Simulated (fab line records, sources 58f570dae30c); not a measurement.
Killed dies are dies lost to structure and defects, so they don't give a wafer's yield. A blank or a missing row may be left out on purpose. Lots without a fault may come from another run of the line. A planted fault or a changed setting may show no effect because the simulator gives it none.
Tool commonality check | flow berkeley_cmos170 | 13 lots, 42 wafers sampled

WHY IT WAS OPENED
At UCB170_ACTIVE_CD_MEAS_13 the reading cd_nm is flagged on 1 of 13 lots. Wafers without a fault read 1200.4 nm, standard deviation 1.6.
Rule: a lot is flagged when every wafer of it that has a number lies more than 4 standard deviations from that mean, or none has a number. The other lots count as sound.

lot  | measured    | on        | cd_nm (nm), wafer by wafer                | flag
L128 | day 5 04:01 | cd_sem-02 | 1198.7 1200.2 1199.5                      |
L131 | day 5 04:21 | cd_sem-02 | 1199.2 1199.7 1198.7                      |
L135 | day 6 09:25 | cd_sem-02 | 1202.0 1201.7 1201.2                      |
L140 | day 7 07:12 | cd_sem-01 | 1177.4 1183.8 1179.6 1177.4 1184.2 1179.2 | FLAGGED
L141 | day 7 15:21 | cd_sem-01 | 1201.1 1202.0 1199.6                      |
L142 | day 7 15:37 | cd_sem-02 | 1201.0 1201.3 1202.3                      |
L139 | day 7 15:38 | cd_sem-01 | 1199.7 1200.7 1200.5                      |
L145 | day 8 08:19 | cd_sem-01 | 1198.5 1198.6 1198.3                      |
L146 | day 8 08:31 | cd_sem-02 | 1203.4 1203.5 1202.6                      |
L143 | day 8 08:53 | cd_sem-02 | 1199.1 1200.3 1200.3                      |
L147 | day 9 01:21 | cd_sem-01 | 1202.3 1202.5 1202.9                      |
L148 | day 9 01:36 | cd_sem-02 | 1200.2 1200.7 1200.6                      |
L149 | day 9 11:26 | cd_sem-01 | 1202.7 1202.0 1202.6                      |
The numbers of the flagged lots are 1180.3 nm on average: -20.1 nm against the usual, or -13 standard deviations.

WHICH TOOL RAN EACH LOT
The record holds 1 process step before the reading, out of a route of 331 steps. In each cell: the tool, then ch and the chambers that the sampled wafers went through, then the start.
lot  | flag    | UCB170_ACTIVE_EXPOSE_10
L128 |         | krf_scanner-02 ch 0, day 5 03:05
L131 |         | krf_scanner-01 ch 0, day 5 03:26
L135 |         | krf_scanner-01 ch 0, day 6 08:10
L140 | FLAGGED | krf_scanner-01 ch 0, day 7 06:49
L141 |         | krf_scanner-02 ch 0, day 7 14:58
L142 |         | krf_scanner-02 ch 0, day 7 15:04
L139 |         | krf_scanner-02 ch 0, day 7 15:13
L145 |         | krf_scanner-02 ch 0, day 8 07:49
L146 |         | krf_scanner-02 ch 0, day 8 07:55
L143 |         | krf_scanner-02 ch 0, day 8 08:29
L147 |         | krf_scanner-02 ch 0, day 9 00:37
L148 |         | krf_scanner-02 ch 0, day 9 00:52
L149 |         | krf_scanner-02 ch 0, day 9 11:03
What these steps do:
- UCB170_ACTIVE_EXPOSE_10: exposes mask ACTIVE, target cd 1200 nm.
- UCB170_ACTIVE_CD_MEAS_13: target cd 1200 nm.

FLAGGED OVER TOTAL, TOOL BY TOOL (the gauges that took the reading come last)
step                     | tool           | lots run | flagged | share of the flagged lots | sound lots run after its first flagged lot
UCB170_ACTIVE_EXPOSE_10  | krf_scanner-01 | 3        | 1       | all                       | 0
UCB170_ACTIVE_EXPOSE_10  | krf_scanner-02 | 10       | 0       | none                      | -
UCB170_ACTIVE_CD_MEAS_13 | cd_sem-01      | 6        | 1       | all                       | 5 (L141,L139,L145,L147,L149)
UCB170_ACTIVE_CD_MEAS_13 | cd_sem-02      | 7        | 0       | none                      | -

WHAT THE TABLE ALLOWS
2 rows of the table ran every flagged lot: krf_scanner-01 at UCB170_ACTIVE_EXPOSE_10, cd_sem-01 at UCB170_ACTIVE_CD_MEAS_13.
- krf_scanner-01 at UCB170_ACTIVE_EXPOSE_10: 1 of its 3 lots flagged. Its last sound lot is L135 (day 6 08:10), its first flagged lot L140 (day 7 06:49): a fault that began between those two fits. Its own readings lie more than 4 standard deviations out on every wafer of the flagged lots: exposure_dose_mJ_cm2.
- cd_sem-01 at UCB170_ACTIVE_CD_MEAS_13: 1 of its 6 lots flagged. Sound lots ran on it after the first flagged one (L141, L139, L145, L147, L149), which a lasting fault on the whole tool wouldn't allow.
One tool is left: krf_scanner-01 at UCB170_ACTIVE_EXPOSE_10.

WHAT THE SIMULATOR HAD PUT IN
Process parameter drift: krf_scanner-01, from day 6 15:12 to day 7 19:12, at UCB170_ACTIVE_EXPOSE_10. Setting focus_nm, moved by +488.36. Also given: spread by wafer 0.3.
Lots struck among those shown: L140. The rule above found the same.
